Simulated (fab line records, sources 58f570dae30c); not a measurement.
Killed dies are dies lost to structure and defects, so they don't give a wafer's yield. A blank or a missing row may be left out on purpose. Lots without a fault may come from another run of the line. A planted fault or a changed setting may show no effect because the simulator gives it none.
Problem report in the 8D (eight disciplines) form, filled by code | flow berkeley_cmos170 | the parts of the form that need people (team, actions taken, sign-off) are left out

1. THE PROBLEM
V2_TEOS_THK at UCB170_V2_THK_MEAS_01 reads a mean of 1564 nm on 3 wafers of 3 lots; wafers without a fault read 1987 nm with a standard deviation of 27. That is -16 standard deviations from the usual mean.
First seen on wafer L839.3, day 9 03:28, on film_metro-04. The record holds 45 wafers of 15 lots with a number at this step. Rule for "out", or "out of limits": more than 4 standard deviations from the usual mean. The other wafers with a number count as sound.

2. WHAT IT IS AND WHAT IT IS NOT
question                    | is                           | is not
which readings at this step | V2_TEOS_THK                  | -
which lots                  | L839, L841, L844             | L832, L833, L834, L835, L836, L840, L850, L851, L852, L853, L854, L855
which wafers of those lots  | L839.3, L841.4, L844.4       | L839.1, L839.6, L841.2, L841.5, L844.1, L844.5
read on which gauges        | film_metro-02, film_metro-04 | film_metro-03
when                        | from day 9 03:28             | up to then (17 sound wafers); but 25 sound wafers of L840, L841, L844, L850, L851, L852, L853, L854, L855 came after

3. SUSPECTS, AND WHAT RULES EACH OUT
Counting: a tool at a process step up to the reading stays a suspect if it ran every lot that is out. Sound lots after the first of them don't rule it out here, since some wafers of a struck lot are sound.
- the gauge at UCB170_V2_THK_MEAS_01: ruled out. The wafers that are out were read on 2 gauges (film_metro-02, film_metro-04).
- pecvd-03 at UCB170_V2_CVD_00 (deposits SiO2 from TEOS/O2, target thk 2000 nm, time 250 s): kept. It ran every lot that is out, first L839 (day 9 03:19); its last sound lot up to then is L836 (day 7 20:38).
- Within pecvd-03 at UCB170_V2_CVD_00: the wafers that are out ran in chamber 0; their sound lot-mates ran in chambers 1, 2.
Left after counting: pecvd-03 at UCB170_V2_CVD_00.

4. THE CAUSE (what the simulator had put in)
Process parameter drift: pecvd-03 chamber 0, from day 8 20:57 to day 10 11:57, at UCB170_V2_CVD_00. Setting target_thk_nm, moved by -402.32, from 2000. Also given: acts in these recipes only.
Counting left only this tool.

5. THE CHAIN OF EFFECTS, in route order
Each row: a reading whose mean over the struck wafers that have a number lies more than 3 standard deviations from the usual. Only readings for which the record gives a usual standard deviation are gone through. hours: the time from each lot's start at the first step in this table that gives one to its start at this step, as a median over the lots. sigmas: the change in usual standard deviations.
hours | step                  | reading     | usual   | on struck wafers | change | sigmas
0     | UCB170_V2_THK_MEAS_01 | V2_TEOS_THK | 1987 nm | 1564             | -423   | -16
Later measuring or inspecting steps at which every struck wafer that the step has a row for has a number for every such reading, and none has moved that far: UCB170_M3_THK_MEAS_03.

6. WHAT WOULD HAVE CAUGHT IT SOONER
In this record the first reading out of limits at a measuring or inspecting step was taken at day 9 03:28, 7 hours after the fault began at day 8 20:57.
Of the tool readings at UCB170_V2_CVD_00 for which the record gives a usual standard deviation, none was out on any struck wafer, so an alarm limit of 4 standard deviations on them would not have fired.
Of the lots that are out (3), L841, L844 began UCB170_V2_CVD_00 on pecvd-03 after day 9 03:28. A hold on the tool at that time would have spared those 2.
